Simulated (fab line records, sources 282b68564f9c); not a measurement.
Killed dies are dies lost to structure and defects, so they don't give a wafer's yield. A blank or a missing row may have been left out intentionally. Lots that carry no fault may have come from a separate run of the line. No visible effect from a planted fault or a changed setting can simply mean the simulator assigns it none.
Code-filled problem report in 8D (eight disciplines) form    flow rit_cmos    the parts of the form that need people (team, actions taken, sign-off) are left out

## 1. THE PROBLEM
run_length_s at RIT_PLDD_SOFTBAKE_02 reads a mean of 84.44 s on 6 wafers of 2 lots; wafers without a fault read 89.20 s with a standard deviation of 0.15. That is -32 standard deviations from the usual mean.
The step: time 60 s.
First seen on wafer L168.1, day 5 02:53, on litho_track-02. Wafers with a number at this step in the record: 42, from 14 lots. The rule behind "out" and "out of limits": a value lying over 4 standard deviations away from the usual mean. All remaining wafers that have a number are taken as sound.

## 2. WHAT IT IS, AND WHAT IT ISN'T
question                     is                                  is not
which readings at this step  run_length_s, heater_power_total_W  -
which lots                   L168, L170                          L157, L158, L159, L162, L163, L164, L165, L167, L174, L176, L179, L180
which wafers of those lots   all that have a number              -
read on which tools          litho_track-02                      litho_track-03, litho_track-04
when                         from day 5 02:53                    up to then (24 sound wafers); but 12 sound wafers of L174, L176, L179, L180 came after

## 3. SUSPECTS, AND WHAT RULES EACH OUT
Counting: a tool at any process step up to the reading remains a suspect when it ran all the lots that are out and ran no sound lot after the first of those.
- litho_track-02 at RIT_PLDD_SOFTBAKE_02 (time 60 s): kept. Every lot that is out went through it, starting with L168 (day 5 02:53), and after that it ran no sound lot; the last sound lot it ran before then is L164 (day 4 07:40). Its own readings are out on those wafers: heater_power_total_W, run_length_s.
After counting, what remains is litho_track-02 at RIT_PLDD_SOFTBAKE_02.

## 4. THE CAUSE (what the simulator had put in)
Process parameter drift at RIT_PLDD_SOFTBAKE_02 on litho_track-02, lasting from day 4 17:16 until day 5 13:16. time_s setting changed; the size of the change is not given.
After counting, this tool was the only one left.

## 5. THE CHAIN OF EFFECTS, in route order
Rows list readings where the struck wafers' mean (over those with a number) sits beyond 3 standard deviations from the usual. Only readings whose record carries a usual standard deviation are examined. hours: median over the lots of the time between each lot's start at the first step of this table that gives one and its start at this step. sigmas: the change, counted in usual standard deviations.
hours  step                  reading               usual    on struck wafers  change  sigmas
0      RIT_PLDD_SOFTBAKE_02  heater_power_total_W  34.56 W  35.39             +0.83   +18
0      RIT_PLDD_SOFTBAKE_02  run_length_s          89.20 s  84.44             -4.76   -32
It contains these process steps:
- RIT_PLDD_SOFTBAKE_02: time 60 s.
Readings that are blank on the struck wafers while sound wafers have them: plate_temp_C at RIT_PLDD_SOFTBAKE_02.

## 6. WHAT WOULD HAVE CAUGHT IT SOONER
In this record no reading fell out of limits until day 5 02:53, 10 hours after the fault had begun at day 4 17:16.
